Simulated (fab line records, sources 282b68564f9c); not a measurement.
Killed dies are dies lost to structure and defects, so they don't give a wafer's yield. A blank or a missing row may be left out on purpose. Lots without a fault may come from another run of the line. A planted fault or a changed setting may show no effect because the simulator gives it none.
fab line records | flow rit_cmos
record lots=14 wafers=42 last_day=7
route steps=202 shown NWELL@51 PRETRO@73 NLDD@111 PSD@148 M1@202
lots that met no fault: from a run of the same line without faults
start_h: hours from the record's first day to the start of the lot's first wafer shown | wait_h: hours since the lot's step before | " the same as in the row above | L1.1+2: a row that stands for several wafers | - no value, or no start given | * or withheld: withheld | < > ~ a bound
route shown NAME@n: a module of which the file shows steps, and the number in the route of the first | usual: mean/standard deviation of fault-free wafers | same: alike in all rows | chamber/n: place in a boat | sites: the reading at each site | _std_site: their standard deviation | _edge_site: outer sites' mean less inner sites' | radius_mm: how far each site lies from the wafer's centre | mask NAME#n: copy n | behind: the tool/chamber that last shaped the wafer | hold: why the lot was held/for how many hours/how that ended | device: the transistor (n, p or np) that didn't switch | end of line: the same wafers' tests at the end of the route | a step without rows: its recipe alone | killed: dies lost to structure and defects at the first sort, not the wafer's yield | map: a wafer's dies, x killed, . not, _ none there
set.NAME: the setting as run; set.NAME@STEP: as run at that earlier step | model.NAME: the simulator's own value behind a step, which no gauge read
steps of the route over a sample of lots; a table a step, a row a wafer
services: from which hour (start_h, from the record's first day; less than 0 if before it) a tool's chamber was out of use, for how many hours, and why
## steps
# step RIT_WELLDRIVE_RS_MEAS_01
# recipe thk_meas_gauge=four-point-probe
# usual NWELL_RS=278.8/0.79
# columns lot.wafer tool chamber start_h wait_h NWELL_RS[ohm/sq]
L524.1 film_metro-03 - 34.88 0.0 280.6
L524.3 " - " " 280.3
L524.6 " - " " 279.5
L523.1 film_metro-01 - 35.39 0.0 279.4
L523.4 " - " " 279.0
L523.5 " - " " 279.3
L525.3 film_metro-03 - 40.51 0.0 278.8
L525.4 " - " " 280.0
L525.5 " - " " 280.2
L526.2 film_metro-03 - 49.71 0.0 277.0
L526.5 " - " " 276.6
L526.6 " - " " 277.3
L527.1 film_metro-03 - 50.96 0.0 278.6
L527.2 " - " " 278.2
L527.3 " - " " 278.8
L528.1 film_metro-03 - 55.02 0.0 278.0
L528.3 " - " " 278.4
L528.4 " - " " 277.8
L529.2 film_metro-03 - 63.84 0.0 279.8
L529.3 " - " " 279.2
L529.6 " - " " 278.7
L530.3 film_metro-01 - 66.71 0.0 279.2
L530.5 " - " " 279.2
L530.6 " - " " 278.8
L531.1 film_metro-04 - 72.14 0.0 279.3
L531.2 " - " " 278.0
L531.3 " - " " 278.9
L535.1 film_metro-04 - 92.76 0.0 277.7
L535.2 " - " " 278.5
L535.6 " - " " 278.6
L537.1 film_metro-04 - 108.06 0.0 278.4
L537.5 " - " " 278.3
L537.6 " - " " 278.8
L539.1 film_metro-03 - 113.14 0.0 280.3
L539.3 " - " " 280.0
L539.5 " - " " 279.7
L540.3 film_metro-03 - 121.96 0.0 278.3
L540.4 " - " " 278.5
L540.5 " - " " 278.0
L542.1 film_metro-03 - 127.00 0.0 279.3
L542.3 " - " " 278.4
L542.5 " - " " 278.1
# step RIT_PRETRO_STRIP_09
# recipe chemistry=O2 time_s=180 resist=NOVOLAK platen_temp_c=withheld power_w=500 pressure_mtorr=4000 o2_flow_sccm=4000
# usual drypump_motor_current_A=5.8/0.4
# columns lot.wafer tool chamber start_h wait_h drypump_motor_current_A rf_hours_counter_h
L524.1 plasma_asher-03 1 38.13 0.1 5.6 40
L524.3 " 1 " " 5.6 -
L524.6 " 1 " " 5.6 -
L523.1 plasma_asher-02 0 38.94 0.1 6.0 40
L523.4 " 1 " " 5.5 -
L523.5 " 1 " " 5.4 -
L525.3 plasma_asher-03 1 43.76 0.1 5.6 -
L525.4 " 0 " " 5.9 -
L525.5 " 0 " " 5.8 -
L526.2 plasma_asher-01 0 53.32 0.1 5.4 41
L526.5 " 0 " " 5.4 -
L526.6 " 1 " " 6.5 -
L527.1 plasma_asher-02 0 54.43 0.1 6.0 41
L527.2 " 1 " " 5.4 41
L527.3 " 1 " " 5.4 -
L528.1 plasma_asher-01 1 58.25 0.1 6.5 42
L528.3 " 0 " " 5.4 -
L528.4 " 1 " " 6.5 -
L529.2 plasma_asher-02 0 67.38 0.1 6.0 43
L529.3 " 0 " " 6.0 -
L529.6 " 1 " " 5.4 -
L530.3 plasma_asher-03 0 70.00 0.1 5.9 -
L530.5 " 0 " " 5.9 -
L530.6 " 1 " " 5.6 -
L531.1 plasma_asher-01 0 75.37 0.1 5.5 44
L531.2 " 1 " " 6.5 44
L531.3 " 1 " " 6.5 -
L535.1 plasma_asher-01 1 96.00 0.1 6.5 47
L535.2 " 0 " " 5.5 47
L535.6 " 0 " " 5.4 -
L537.1 plasma_asher-03 1 111.39 0.1 5.6 48
L537.5 " 1 " " 5.7 -
L537.6 " 0 " " 5.9 -
L539.1 plasma_asher-03 0 116.43 0.1 5.8 48
L539.3 " 1 " " 5.7 -
L539.5 " 0 " " 5.8 -
L540.3 plasma_asher-02 0 125.33 0.1 6.0 -
L540.4 " 1 " " 5.4 -
L540.5 " 1 " " 5.5 -
L542.1 plasma_asher-03 1 130.23 0.1 5.7 51
L542.3 " 0 " " 5.9 -
L542.5 " 1 " " 5.6 -
# step RIT_NLDD_IMPLANT_08
# recipe species=P energy_kev=20 dose_cm2=5e+14 tilt_deg=6.717
# usual dose_ions_cm2=5.001e+14/5e+11 end_station_pressure_torr=6.2e-06/3.4e-07 faraday_current_uA=1570/30
# same implant_ion_amu=31
# columns lot.wafer tool chamber start_h wait_h dose_ions_cm2 end_station_pressure_torr faraday_current_uA
L523.1 implanter-02 0 52.62 0.1 4.995e+14 6.5e-06 1548
L523.4 " 0 " " 4.996e+14 6.2e-06 1574
L523.5 " 0 " " 4.998e+14 5.9e-06 1600
L524.1 implanter-04 0 53.09 0.1 4.997e+14 6.4e-06 1565
L524.3 " 0 " " 5.002e+14 5.8e-06 1580
L524.6 " 0 " " 5.003e+14 6.4e-06 1532
L525.3 implanter-04 0 58.47 0.1 5e+14 6.3e-06 1496
L525.4 " 0 " " 5.008e+14 6e-06 1592
L525.5 " 0 " " 4.993e+14 6.2e-06 1567
L526.2 implanter-04 0 66.51 0.1 4.997e+14 6.1e-06 1592
L526.5 " 0 " " 4.997e+14 6.2e-06 1496
L526.6 " 0 " " 4.997e+14 5.4e-06 1590
L527.1 implanter-04 0 70.28 0.1 5.003e+14 6.1e-06 1591
L527.2 " 0 " " 4.995e+14 6.5e-06 1577
L527.3 " 0 " " 5.001e+14 6e-06 1632
L528.1 implanter-02 0 70.52 0.1 4.997e+14 6.3e-06 1580
L528.3 " 0 " " 5e+14 5.9e-06 1591
L528.4 " 0 " " 5.002e+14 6.6e-06 1519
L529.2 implanter-04 0 82.94 0.1 4.993e+14 6.7e-06 1634
L529.3 " 0 " " 4.999e+14 6e-06 1567
L529.6 " 0 " " 5.003e+14 6.5e-06 1573
L530.3 implanter-01 0 85.49 0.1 5.002e+14 5.6e-06 1570
L530.5 " 0 " " 4.997e+14 6.1e-06 1511
L530.6 " 0 " " 4.998e+14 6.1e-06 1591
L531.1 implanter-02 0 85.68 0.1 5.005e+14 6.1e-06 1599
L531.2 " 0 " " 5.007e+14 6.1e-06 1538
L531.3 " 0 " " 5.003e+14 6.5e-06 1559
L535.1 implanter-04 0 112.56 0.1 7.133e+14 6.9e-06 2297
L535.2 " 0 " " 7.135e+14 7.1e-06 2241
L535.6 " 0 " " 7.14e+14 6.4e-06 2263
L537.1 implanter-01 0 127.84 0.1 4.998e+14 6.4e-06 1514
L537.5 " 0 " " 5.003e+14 6.1e-06 1609
L537.6 " 0 " " 4.993e+14 6e-06 1573
L539.1 implanter-04 0 130.77 0.1 7.132e+14 6.1e-06 2284
L539.3 " 0 " " 7.133e+14 6.4e-06 2225
L539.5 " 0 " " 7.131e+14 7e-06 2202
L540.3 implanter-01 0 136.07 0.1 5.002e+14 6.3e-06 1568
L540.4 " 0 " " 5e+14 6.4e-06 1551
L540.5 " 0 " " 5.002e+14 6.6e-06 1548
L542.1 implanter-01 0 142.55 0.1 5.001e+14 6.3e-06 1578
L542.3 " 0 " " 4.999e+14 6e-06 1632
L542.5 " 0 " " 4.999e+14 6.4e-06 1568
# step RIT_NLDD_TW_MEAS_10
# usual NLDD_TW=2476/20
# columns lot.wafer tool chamber start_h wait_h NLDD_TW
L523.1 film_metro-01 - 52.95 0.1 2470
L523.4 " - " " 2485
L523.5 " - " " 2452
L524.1 film_metro-02 - 53.42 0.1 2436
L524.3 " - " " 2451
L524.6 " - " " 2439
L525.3 film_metro-01 - 58.76 0.1 2465
L525.4 " - " " 2467
L525.5 " - " " 2458
L526.2 film_metro-02 - 66.82 0.1 2447
L526.5 " - " " 2453
L526.6 " - " " 2434
L527.1 film_metro-01 - 70.60 0.1 2469
L527.2 " - " " 2460
L527.3 " - " " 2472
L528.1 film_metro-02 - 70.84 0.1 2443
L528.3 " - " " 2449
L528.4 " - " " 2440
L529.2 film_metro-02 - 83.25 0.1 2456
L529.3 " - " " 2466
L529.6 " - " " 2457
L530.3 film_metro-01 - 85.78 0.1 2481
L530.5 " - " " 2479
L530.6 " - " " 2487
L531.1 film_metro-02 - 86.01 0.1 2460
L531.2 " - " " 2462
L531.3 " - " " 2446
L535.1 film_metro-02 - 112.89 0.1 2709
L535.2 " - " " 2702
L535.6 " - " " 2709
L537.1 film_metro-01 - 128.17 0.1 2489
L537.5 " - " " 2517
L537.6 " - " " 2491
L539.1 film_metro-01 - 131.10 0.1 2734
L539.3 " - " " 2732
L539.5 " - " " 2743
L540.3 film_metro-02 - 136.59 0.3 2485
L540.4 " - " " 2474
L540.5 " - " " 2475
L542.1 film_metro-04 - 142.87 0.1 2519
L542.3 " - " " 2491
L542.5 " - " " 2509
# step RIT_PSD_OVL_MEAS_06
# usual PSD_OVL=0.6/1.4
# columns lot.wafer tool chamber start_h wait_h PSD_OVL[nm]
L523.1 overlay-01 - 59.44 - 0.3
L523.4 " - " " 0.6
L523.5 " - " " 1.2
L524.1 overlay-01 - 61.00 - -2.5
L524.3 " - " " -1.5
L524.6 " - " " -2.6
L525.3 overlay-01 - 65.54 - 1.7
L525.4 " - " " 3.3
L525.5 " - " " 3.6
L526.2 overlay-01 - 73.41 - -1.5
L526.5 " - " " -0.1
L526.6 " - " " 1.5
L527.1 overlay-02 - 76.88 - 1.7
L527.2 " - " " 2.8
L527.3 " - " " 1.5
L528.1 overlay-02 - 77.38 - 1.7
L528.3 " - " " 2.5
L528.4 " - " " 2.6
L529.2 overlay-01 - 89.80 - 0.0
L529.3 " - " " 1.3
L529.6 " - " " -1.2
L530.3 overlay-02 - 92.56 - -1.0
L530.5 " - " " -0.5
L530.6 " - " " -0.3
L531.1 overlay-01 - 93.70 - 1.6
L531.2 " - " " 0.0
L531.3 " - " " 2.3
L535.1 overlay-01 - 119.52 - -1.2
L535.2 " - " " 1.1
L535.6 " - " " 1.1
L537.1 overlay-02 - 135.05 - -1.1
L537.5 " - " " -1.1
L537.6 " - " " -1.7
L539.1 overlay-01 - 138.20 - 1.2
L539.3 " - " " -0.5
L539.5 " - " " 0.1
L540.3 overlay-01 - 143.85 - 2.7
L540.4 " - " " 1.8
L540.5 " - " " 1.3
L542.1 overlay-01 - 149.72 - -0.2
L542.3 " - " " -1.0
L542.5 " - " " 0.7
# step RIT_SDANNEAL_RS_MEAS_07
# recipe thk_meas_gauge=four-point-probe
# usual NLDD_RS=151.6/0.57
# columns lot.wafer tool chamber start_h wait_h NLDD_RS[ohm/sq]
L523.1 film_metro-04 - 60.80 0.1 151.8
L523.4 " - " " 150.8
L523.5 " - " " 151.8
L524.1 film_metro-01 - 62.36 0.1 150.5
L524.3 " - " " 150.1
L524.6 " - " " 150.8
L525.3 film_metro-04 - 67.03 0.1 150.6
L525.4 " - " " 150.6
L525.5 " - " " 150.4
L526.2 film_metro-02 - 74.79 0.1 151.5
L526.5 " - " " 151.7
L526.6 " - " " 152.1
L527.1 film_metro-01 - 78.37 0.1 151.0
L527.2 " - " " 150.8
L527.3 " - " " 150.9
L528.1 film_metro-02 - 78.79 0.1 152.2
L528.3 " - " " 151.5
L528.4 " - " " 151.9
L529.2 film_metro-01 - 91.17 0.1 152.6
L529.3 " - " " 152.7
L529.6 " - " " 151.9
L530.3 film_metro-04 - 93.94 0.1 151.7
L530.5 " - " " 151.8
L530.6 " - " " 151.3
L531.1 film_metro-02 - 95.06 0.1 152.8
L531.2 " - " " 152.3
L531.3 " - " " 152.7
L535.1 film_metro-02 - 120.88 0.1 113.7
L535.2 " - " " 114.1
L535.6 " - " " 114.1
L537.1 film_metro-04 - 136.62 0.1 151.6
L537.5 " - " " 151.3
L537.6 " - " " 151.1
L539.1 film_metro-02 - 139.56 0.1 113.9
L539.3 " - " " 113.2
L539.5 " - " " 113.8
L540.3 film_metro-01 - 145.29 0.1 151.3
L540.4 " - " " 150.6
L540.5 " - " " 151.1
L542.1 film_metro-01 - 151.17 0.1 151.6
L542.3 " - " " 151.5
L542.5 " - " " 152.1
# step RIT_M1_PROBE_99
# usual killed_at_contacts=0.0/0.2 killed_at_front_end=6.8/2.9 killed_dies=6.8/2.9 killed_open=3.3/1.9 killed_short=3.5/2
# same gross_dies=264 killed_at_M0_to_M3=0 killed_at_M4_up=0 killed_at_back_side=0 killed_at_other=0
# columns lot.wafer tool chamber start_h wait_h killed_at_contacts killed_at_front_end killed_dies killed_open killed_short
L523.1 prober-01 - 69.60 0.1 0 4 4 2 2
L523.4 prober-01 - 69.75 0.2 0 7 7 1 6
L523.5 prober-01 - 69.80 0.2 0 7 7 2 5
L524.1 prober-02 - 71.10 0.1 0 6 6 3 2
L524.3 prober-02 - 71.20 0.2 0 3 3 3 0
L524.6 prober-02 - 71.35 0.2 0 4 4 1 3
L525.3 prober-01 - 74.02 0.2 0 12 12 7 5
L525.4 prober-01 - 74.07 0.2 0 6 6 1 5
L525.5 prober-01 - 74.12 0.2 0 4 4 2 2
L526.2 prober-02 - 85.04 0.1 0 7 7 2 5
L526.5 prober-02 - 85.19 0.2 0 5 5 2 3
L526.6 prober-02 - 85.24 0.2 0 11 11 6 5
L527.1 prober-01 - 87.80 0.1 0 6 6 3 3
L527.2 prober-01 - 87.85 0.1 0 6 6 2 4
L527.3 prober-01 - 87.90 0.2 0 6 6 0 6
L528.1 prober-02 - 87.80 0.1 0 5 5 3 2
L528.3 prober-02 - 87.90 0.2 0 4 4 4 0
L528.4 prober-02 - 87.95 0.2 0 6 6 1 5
L529.2 prober-01 - 103.15 0.1 0 6 6 1 5
L529.3 prober-01 - 103.20 0.2 0 3 3 1 2
L529.6 prober-01 - 103.35 0.2 0 8 8 4 4
L530.3 prober-02 - 103.20 0.2 0 7 7 2 5
L530.5 prober-02 - 103.30 0.2 0 4 4 2 2
L530.6 prober-02 - 103.35 0.2 0 5 5 2 3
L531.1 prober-01 - 103.40 0.4 0 6 6 3 3
L531.2 prober-01 - 103.45 0.4 1 5 6 2 4
L531.3 prober-01 - 103.50 0.5 0 9 9 6 3
L535.1 prober-01 - 129.54 0.1 0 9 9 4 5
L535.2 prober-01 - 129.59 0.1 0 11 11 8 3
L535.6 prober-01 - 129.79 0.2 0 8 8 4 3
L537.1 prober-01 - 143.76 0.1 0 2 2 1 1
L537.5 prober-01 - 143.96 0.2 1 6 7 2 5
L537.6 prober-01 - 144.01 0.2 0 4 4 2 1
L539.1 prober-01 - 147.02 0.1 0 9 9 6 3
L539.3 prober-01 - 147.12 0.2 0 7 7 4 3
L539.5 prober-01 - 147.22 0.2 0 8 8 3 5
L540.3 prober-02 - 153.97 0.2 0 4 4 4 0
L540.4 prober-02 - 154.02 0.2 0 8 8 3 5
L540.5 prober-02 - 154.07 0.2 0 9 9 6 3
L542.1 prober-02 - 158.84 0.1 0 12 12 6 6
L542.3 prober-02 - 158.94 0.2 0 7 7 3 4
L542.5 prober-02 - 159.04 0.2 0 5 5 1 4
# killed by level:class
L523.1 FOX1:geometric_particle:short=1 GATE:geometric_particle:short=1 SPACER:geometric_particle:open=1 SILICIDE:geometric_particle:open=1
L523.4 GATE:geometric_particle:short=3 FOX1:geometric_particle:short=1 GATE:geometric_particle:open=1 REOX:geometric_particle:short=1 SILICIDE:geometric_particle:short=1
L523.5 FOX1:geometric_particle:short=2 FOX2:geometric_particle:open=1 GATE:geometric_particle:short=1 REOX:geometric_particle:short=1 SPACER:geometric_particle:short=1 SILICIDE:geometric_particle:open=1
L524.1 REOX:geometric_particle:open=2 GATE:geometric_particle:short=1 GATE:geometric_particle:open=1 REOX:geometric_particle:short=1 NLDD:coat_microbubble_printed=1
L524.3 FOX2:geometric_particle:open=1 REOX:geometric_particle:open=1 SILICIDE:geometric_particle:open=1
L524.6 GATE:geometric_particle:short=3 REOX:geometric_particle:open=1
L525.3 SPACER:geometric_particle:open=3 FOX1:geometric_particle:short=2 SILICIDE:geometric_particle:open=2 FOX1:geometric_particle:open=1 GATE:geometric_particle:short=1 GATE:geometric_particle:open=1 REOX:geometric_particle:short=1 SILICIDE:geometric_particle:short=1
L525.4 SPACER:geometric_particle:short=3 SILICIDE:geometric_particle:short=2 SILICIDE:geometric_particle:open=1
L525.5 GATE:geometric_particle:short=2 GATE:geometric_particle:open=1 SILICIDE:geometric_particle:open=1
L526.2 SPACER:geometric_particle:short=2 FOX1:geometric_particle:open=1 FOX2:geometric_particle:short=1 REOX:geometric_particle:short=1 SPACER:geometric_particle:open=1 SILICIDE:geometric_particle:short=1
L526.5 FOX2:geometric_particle:short=1 REOX:geometric_particle:open=1 REOX:geometric_particle:short=1 SPACER:geometric_particle:short=1 SILICIDE:geometric_particle:open=1
L526.6 SPACER:geometric_particle:open=5 GATE:geometric_particle:short=2 FOX1:geometric_particle:short=1 REOX:geometric_particle:open=1 REOX:geometric_particle:short=1 SPACER:geometric_particle:short=1
L527.1 FOX1:geometric_particle:open=1 FOX2:geometric_particle:open=1 FOX2:geometric_particle:short=1 GATE:geometric_particle:short=1 REOX:geometric_particle:short=1 SILICIDE:geometric_particle:open=1
L528.1 FOX1:geometric_particle:open=1 FOX1:geometric_particle:short=1 GATE:geometric_particle:short=1 GATE:geometric_particle:open=1 SILICIDE:geometric_particle:open=1
L527.2 FOX2:geometric_particle:short=1 GATE:geometric_particle:short=1 GATE:geometric_particle:open=1 REOX:geometric_particle:short=1 SPACER:geometric_particle:open=1 SILICIDE:geometric_particle:short=1
L527.3 GATE:geometric_particle:short=2 REOX:geometric_particle:short=2 FOX1:geometric_particle:short=1 FOX2:geometric_particle:short=1
L528.3 GATE:geometric_particle:open=2 SILICIDE:geometric_particle:open=2
L528.4 GATE:geometric_particle:short=2 REOX:geometric_particle:short=2 FOX1:geometric_particle:open=1 SPACER:geometric_particle:short=1
L529.2 GATE:geometric_particle:short=3 REOX:geometric_particle:short=2 SPACER:geometric_particle:open=1
L529.3 GATE:geometric_particle:short=2 FOX2:geometric_particle:open=1
L530.3 GATE:geometric_particle:short=2 GATE:geometric_particle:open=1 REOX:geometric_particle:short=1 SPACER:geometric_particle:short=1 SILICIDE:geometric_particle:short=1 SILICIDE:geometric_particle:open=1
L530.5 GATE:geometric_particle:open=2 GATE:geometric_particle:short=1 REOX:geometric_particle:short=1
L529.6 GATE:geometric_particle:open=3 REOX:geometric_particle:short=2 GATE:geometric_particle:short=1 REOX:geometric_particle:open=1 SPACER:geometric_particle:short=1
L530.6 GATE:geometric_particle:open=2 FOX2:geometric_particle:short=1 GATE:geometric_particle:short=1 REOX:geometric_particle:short=1
L531.1 FOX1:geometric_particle:short=3 FOX1:geometric_particle:open=1 FOX2:geometric_particle:open=1 SILICIDE:geometric_particle:open=1
L531.2 FOX2:geometric_particle:short=2 GATE:geometric_particle:open=2 GATE:geometric_particle:short=1 CONTACT:geometric_particle:short=1
L531.3 GATE:geometric_particle:open=2 REOX:geometric_particle:open=2 SPACER:geometric_particle:open=2 FOX2:geometric_particle:short=1 GATE:geometric_particle:short=1 SPACER:geometric_particle:short=1
L535.1 GATE:geometric_particle:short=2 SILICIDE:geometric_particle:short=2 FOX2:geometric_particle:open=1 GATE:geometric_particle:open=1 REOX:geometric_particle:short=1 REOX:geometric_particle:open=1 SPACER:geometric_particle:open=1
L535.2 GATE:geometric_particle:open=5 GATE:geometric_particle:short=3 FOX1:geometric_particle:open=2 SILICIDE:geometric_particle:open=1
L535.6 SPACER:geometric_particle:open=2 FOX2:geometric_particle:open=1 FOX2:geometric_particle:short=1 GATE:geometric_particle:open=1 GATE:geometric_particle:short=1 SPACER:geometric_particle:short=1 PRETRO:coat_microbubble_printed=1
L537.1 ACTIVE:geometric_particle:short=1 SILICIDE:geometric_particle:open=1
L537.5 GATE:geometric_particle:short=4 GATE:geometric_particle:open=2 CONTACT:geometric_particle:short=1
L537.6 FOX1:geometric_particle:open=2 GATE:geometric_particle:short=1 NWELL:coat_microbubble_printed=1
L539.1 GATE:geometric_particle:open=4 FOX1:geometric_particle:open=2 GATE:geometric_particle:short=2 REOX:geometric_particle:short=1
L539.3 GATE:geometric_particle:short=2 SILICIDE:geometric_particle:open=2 GATE:geometric_particle:open=1 REOX:geometric_particle:open=1 SILICIDE:geometric_particle:short=1
L539.5 FOX1:geometric_particle:short=2 GATE:geometric_particle:short=2 GATE:geometric_particle:open=2 FOX2:geometric_particle:short=1 SPACER:geometric_particle:open=1
L540.3 FOX1:geometric_particle:open=2 GATE:geometric_particle:open=1 REOX:geometric_particle:open=1
L540.4 GATE:geometric_particle:short=4 REOX:geometric_particle:open=3 SPACER:geometric_particle:short=1
L540.5 FOX1:geometric_particle:short=2 GATE:geometric_particle:open=2 SPACER:geometric_particle:open=2 FOX1:geometric_particle:open=1 REOX:geometric_particle:short=1 REOX:geometric_particle:open=1
L542.1 GATE:geometric_particle:open=3 GATE:geometric_particle:short=3 REOX:geometric_particle:open=2 FOX1:geometric_particle:short=1 SPACER:geometric_particle:open=1 SPACER:geometric_particle:short=1 SILICIDE:geometric_particle:short=1
L542.3 REOX:geometric_particle:short=2 FOX1:geometric_particle:open=1 FOX2:geometric_particle:short=1 SPACER:geometric_particle:open=1 SILICIDE:geometric_particle:open=1 SILICIDE:geometric_particle:short=1
L542.5 GATE:geometric_particle:short=3 FOX1:geometric_particle:short=1 GATE:geometric_particle:open=1
## services
# columns tool chamber start_h hours kind
plasma_asher-01 - 15.29 2.2 repair
implanter-02 - 20.82 11.3 pm
implanter-01 - 24.42 3.4 repair
implanter-01 - 61.65 3.8 repair
plasma_asher-02 - 72.88 49.5 pm
implanter-02 - 86.02 6.0 pm
plasma_asher-03 - 91.42 15.0 pm
implanter-04 - 92.01 0.7 repair
plasma_asher-01 - 106.39 14.1 pm
implanter-01 - 107.75 3.4 repair
plasma_asher-01 - 120.52 9.0 pm
plasma_asher-01 0 120.52 9.0 vent_cycle
plasma_asher-01 1 120.52 9.0 vent_cycle
plasma_asher-02 - 122.41 2.8 pm
plasma_asher-01 0 129.52 - clean
plasma_asher-01 1 129.52 - clean
implanter-01 - 139.18 1.2 repair
## key
first_sign step=RIT_NLDD_IMPLANT_08 reading=dose_ions_cm2 direction=up sigmas=99+ usual=5.001e+14 struck=7.134e+14
effect step=RIT_NLDD_IMPLANT_08 reading=faraday_current_uA direction=up sigmas=22 usual=1570 struck=2252
effect step=RIT_NLDD_TW_MEAS_10 reading=NLDD_TW direction=up sigmas=12 usual=2476 struck=2722
effect step=RIT_SDANNEAL_RS_MEAS_07 reading=NLDD_RS direction=down sigmas=66 usual=151.6 struck=113.8
met_at RIT_NLDD_IMPLANT_08
struck_lots L535,L539
tester_left_out L535,L539
not_acting_at RIT_WELLDRIVE_RS_MEAS_01,RIT_PRETRO_STRIP_09,RIT_PSD_OVL_MEAS_06
onset_between 82.94 112.56
fault kind=process_parameter_drift tool=implanter-04 chamber=- onset_h=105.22 steps=RIT_NLDD_IMPLANT_08 channel=dose_cm2 offset=2.1333e+14 shape=step end_h=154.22 acts_in=these_recipes_only stated=5e+14
# tester_left_out: of these lots the tester's yield and bins aren't shown, on N5 and GAA mostly nor the transistor test; their killed dies are dies lost to structure and defects alone, not to doping, threshold or leakage, so they don't give the yield
